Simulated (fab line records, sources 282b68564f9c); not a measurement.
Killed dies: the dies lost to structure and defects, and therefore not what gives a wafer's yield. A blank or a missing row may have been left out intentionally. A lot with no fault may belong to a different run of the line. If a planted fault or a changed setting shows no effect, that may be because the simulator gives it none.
Chamber matching	flow rit_cmos	3 sister chambers for RIT_FOX1_WET_ETCH_02 on wet_bench-04
The step etches SiO2 in BOE, target depth 350 nm, time 390 s. 3 wafers are shown with their chamber, then 8 later ones without.

== WAFERS, EACH WITH ITS CHAMBER ==
wafer	chamber	temp_c (C)
L083.4	2	21.49
L090.3	0	21.47
L092.1	3	21.55

== WAFERS MISSING THEIR CHAMBER ==
wafer	temp_c (C)
L092.5	21.50
L092.6	21.48
L094.1	21.41
L094.2	21.38
L094.3	21.41
L096.2	21.46
L096.5	21.45
L096.6	21.55

== WHICH CHAMBER EACH ONE RAN IN ==
wafer	from the rows above	in truth
L092.5	can't be placed: 2 or 0 or 3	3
L092.6	can't be placed: 2 or 0 or 3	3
L094.1	can't be placed: 0 or 2 or 3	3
L094.2	can't be placed: 0 or 2 or 3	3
L094.3	can't be placed: 0 or 2 or 3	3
L096.2	can't be placed: 0 or 2 or 3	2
L096.5	can't be placed: 0 or 2 or 3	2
L096.6	can't be placed: 3 or 2 or 0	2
Correctly placed: 0 of 8. These rows do not allow placing 8 (true chamber among the candidates in 8). Number placed wrongly: 0.
How it was worked out, from the rows above alone: a wafer's distance from a chamber is the root of the sum, over the readings, of the square of ((its reading less the chamber's mean) divided by the reading's scatter). The wafer belongs to the nearest chamber; if the next one is less than 2 further off, it can't be placed. For every chamber, the mean is computed from those of its wafers that are shown. The scatter (one wafer shown for each chamber): square how far every hidden wafer sits from the nearest shown wafer, average those squares and take the square root.
